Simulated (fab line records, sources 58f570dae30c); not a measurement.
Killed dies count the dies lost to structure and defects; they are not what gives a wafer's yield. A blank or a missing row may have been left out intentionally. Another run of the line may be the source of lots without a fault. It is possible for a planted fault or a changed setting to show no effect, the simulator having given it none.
One fault seen from 2 desks -- flow berkeleyCmos170 -- only its own numbers are on each desk; what lay behind them is given at the end

METROLOGY DESK
What the gauges read for every lot (on any tool): the sampled wafers with a number, averaged. A lot is out of limits, marked OUT, if its mean lies more than 4 standard deviations from the usual mean; the brackets give that distance.
Columns: A = WELLDRIVE_OXIDE_THK at UCB170_WELLDRIVE_THK_MEAS_02, usual 200 nm; B = GATE_POLY_THK at UCB170_GATE_THK_MEAS_05, usual 213.9 nm
lot,first seen here,A,B
L580,day 4 00:10,197,211.6
L581,day 4 07:13,205,213.9
L585,day 4 21:26,199,213.4
L587,day 5 07:21,202,212.4
L588,day 5 17:51,198,214.1
L589,day 5 17:52,202,213.5
L590,day 6 00:03,205,214.9
L591,day 6 10:50,207,216.5
L592,day 6 10:50,201,214.7
L593,day 6 10:50,201,215.2
L600,day 7 23:49,196,214.0
L599,day 7 23:50,198,212.6
L601,day 8 08:19,201,217.5
L603,day 8 16:38,199,211.7
Result from this desk: across the 14 lots, nothing is out of limits.

FOR THE TOOL OWNER'S DESK: implanter-02
The tool's own readings at UCB170_PLDD_IMPLANT_09, given as means over the sampled wafers that have a number, one for each lot that went through this tool. A lot is out of limits, marked OUT, if its mean lies more than 4 standard deviations from the usual mean; the brackets give that distance.
Columns: A = tiltDeg at UCB170_PLDD_IMPLANT_09, usual 7.000 degrees
lot,first seen here,A
L581,day 7 16:49,6.988
L590,day 8 21:58,6.985
L591,day 9 21:43,7.026
L599,day 11 18:38,5.846 (-52) OUT
L601,day 11 21:44,5.829 (-53) OUT
Finding of this desk: L599, L601 out of limits; the first was L599 at day 11 18:38, on tiltDeg at UCB170_PLDD_IMPLANT_09. Within limits: L581, L590, L591.

PUT TOGETHER
An alarm could have come from the tool owner's desk at day 11 18:38, on L599, L601.
Metrology desk: nothing out of limits seen.
The metrology desk holds a record of L599, L601, inside its limits.
UCB170_PLDD_IMPLANT_09 was run on implanter-02 by each of the lots named.

WHAT HAD BEEN PUT IN BY THE SIMULATOR
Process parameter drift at UCB170_PLDD_IMPLANT_09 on implanter-02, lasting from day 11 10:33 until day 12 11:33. From 7, the setting tiltDeg moved by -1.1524. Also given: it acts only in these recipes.
Struck lots among those shown: L599, L601.
How many hours passed from the start of the fault until each desk's first out-of-limits reading: the tool owner's desk, 8.
